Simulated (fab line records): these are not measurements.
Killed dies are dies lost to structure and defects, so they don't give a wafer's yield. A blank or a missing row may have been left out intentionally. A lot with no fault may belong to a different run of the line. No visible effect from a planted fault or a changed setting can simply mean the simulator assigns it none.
Which tool is to blame? ; flow berkeleyCmos170 ; 7 lots (21 wafers sampled), 1 step of a 331-step route

## WHAT THE GAUGES SHOWED, per wafer
UCB170_NLDD_CD_MEAS_06: the cd target is 1200 nm.
lot;measured;on;cdNm (nm)
L650;day 6 07:53;cdSem-02;1201.0 1199.6 1199.1
L655;day 6 21:16;cdSem-02;1199.2 1198.1 1200.9
L658;day 7 21:57;cdSem-02;1200.8 1200.6 1199.2
L661;day 8 07:57;cdSem-02;1201.5 1200.4 1200.6
L665;day 9 11:07;cdSem-01;1199.3 1200.1 1199.0
L668;day 10 10:16;cdSem-01;1200.1 1200.3 1200.5
L671;day 10 18:18;cdSem-02;1202.9 1201.8 1202.0

## WHAT TOOL EACH LOT RAN ON (gives the tool, then ch and the chambers of the sampled wafers, and finally the start)
There is no process step in the record ahead of these readings.

## THE ANSWER, worked out from the rows above alone
Rule: what is usual is taken from the lots themselves. The widest of any qualifying gaps counts: lots, ordered by their means at a reading, are off when they make up no more than a third of the lots, leave a main group of 4 or more, and stand apart from it by 3 or more times the standard deviation of that group's means. If all means in a main group match to the digits the tables above print for the reading, that group is not used. Also off: a lot with no number at a reading for which 4 or more lots have one. Any other lot the step has rows for is counted as sound.
None of the lots is off at any reading shown; this tells nothing.

## WHAT HAD BEEN PUT IN BY THE SIMULATOR
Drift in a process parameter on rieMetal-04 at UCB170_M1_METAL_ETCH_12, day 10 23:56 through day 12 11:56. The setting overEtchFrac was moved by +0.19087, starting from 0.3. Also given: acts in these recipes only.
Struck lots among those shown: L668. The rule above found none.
